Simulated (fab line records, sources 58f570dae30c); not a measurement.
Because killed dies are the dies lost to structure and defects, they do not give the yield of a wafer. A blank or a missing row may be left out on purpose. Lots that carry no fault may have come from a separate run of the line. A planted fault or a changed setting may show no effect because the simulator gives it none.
Which tool is to blame? | flow berkeley_cmos170 | at 1 step of a route of 331, 7 lots with 21 wafers sampled

== WHAT EACH GAUGE READ, for each wafer ==
UCB170_NWELL_THK_MEAS_05.
lot  | measured    | on            | NWELL_NITRIDE_THK (nm)
L464 | day 2 19:58 | film_metro-03 | 224.9 225.0 225.5
L467 | day 3 09:26 | film_metro-01 | 225.7 227.1 225.6
L472 | day 4 01:29 | film_metro-03 | 223.8 223.5 224.2
L475 | day 5 00:14 | film_metro-01 | 218.6 216.2 215.3
L477 | day 5 12:47 | film_metro-02 | 224.6 223.4 222.4
L483 | day 6 10:11 | film_metro-02 | 219.8 220.1 221.7
L486 | day 7 03:26 | film_metro-01 | 227.2 226.6 226.3

== TOOL THAT RAN EACH LOT (tool first, then ch and the chambers of the sampled wafers, then the start) ==
There is no process step in the record ahead of these readings.

== THE ANSWER, worked out from the rows above alone ==
Rule: the lots themselves supply what counts as usual. The widest of any qualifying gaps counts: lots, ordered by their means at a reading, are off when they make up no more than a third of the lots, leave a main group of 4 or more, and stand apart from it by 3 or more times the standard deviation of that group's means. A main group whose means are all the same, to the digits that the tables above print for the reading, isn't used. A lot without any number at a reading at which 4 lots or more have one is off too. All remaining lots with rows at the step are treated as sound.
No lot is off on any of the readings shown, so nothing can be concluded from this.

== WHAT WAS PUT IN BY THE SIMULATOR ==
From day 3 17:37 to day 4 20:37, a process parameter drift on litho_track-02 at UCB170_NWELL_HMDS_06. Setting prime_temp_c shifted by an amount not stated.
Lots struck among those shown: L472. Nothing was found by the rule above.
